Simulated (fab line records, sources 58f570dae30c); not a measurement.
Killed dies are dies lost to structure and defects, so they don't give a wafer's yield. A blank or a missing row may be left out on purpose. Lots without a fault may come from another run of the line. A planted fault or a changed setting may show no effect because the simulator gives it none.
One fault seen from 2 desks | flow berkeley_cmos170 | each desk has only its own numbers; what lay behind them comes last

THE TOOL OWNER'S DESK: implanter-03
The tool's own readings at UCB170_PSD_IMPLANT_08: means of the sampled wafers that have a number, for each lot that ran on this tool. A lot is out of limits, marked OUT, if its mean lies more than 4 standard deviations from the usual mean; the brackets give that distance.
Columns: A = beam_energy_keV at UCB170_PSD_IMPLANT_08, usual 20.001
lot  | first seen here | A
L310 | day 9 05:07     | 19.996
L314 | day 9 20:14     | 20.231 (+33) OUT
L318 | day 10 07:29    | 20.226 (+33) OUT
L315 | day 10 07:44    | 20.213 (+31) OUT
This desk's finding: out of limits on L314, L315, L318; first on L314, day 9 20:14 (beam_energy_keV at UCB170_PSD_IMPLANT_08). In limits: L310.

THE METROLOGY DESK
What the gauges read, lot by lot, whatever tool the lot ran on: means of the sampled wafers that have a number. A lot is out of limits, marked OUT, if its mean lies more than 4 standard deviations from the usual mean; the brackets give that distance.
Columns: A = SPACER_TEOS_THK at UCB170_SPACER_THK_MEAS_01, usual 378 nm; B = cd_nm at UCB170_PSD_CD_MEAS_06, usual 1200.2 nm; C = PSD_OVL at UCB170_PSD_OVL_MEAS_07, usual 1 nm
lot  | first seen here | A   | B      | C
L307 | day 7 16:35     | 375 | 1198.7 | 17
L310 | day 8 22:01     | 379 | 1199.9 | -1
L314 | day 9 13:15     | 372 | 1200.5 | 4
L317 | day 10 01:02    | 379 | 1202.5 | 1
L318 | day 10 01:50    | 385 | 1200.3 | -2
L315 | day 10 01:50    | 375 | 1199.2 | -3
L322 | day 10 22:56    | 374 | 1200.7 | -2
This desk's finding: nothing out of limits on any of the 7 lots.

PUT TOGETHER
The tool owner's desk could have raised an alarm at day 9 20:14, on L314, L315, L318.
The metrology desk saw nothing out of limits.
The metrology desk has L314, L315, L318 on record, within its limits.
Of the lots named, all ran UCB170_PSD_IMPLANT_08 on implanter-03.

WHAT THE SIMULATOR HAD PUT IN
Process parameter drift: implanter-03, from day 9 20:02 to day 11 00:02, at UCB170_PSD_IMPLANT_08. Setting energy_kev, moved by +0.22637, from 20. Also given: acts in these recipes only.
Lots struck among those shown: L314, L315, L318.
Hours from the fault's start to each desk's first reading out of limits: the tool owner's desk, 0.
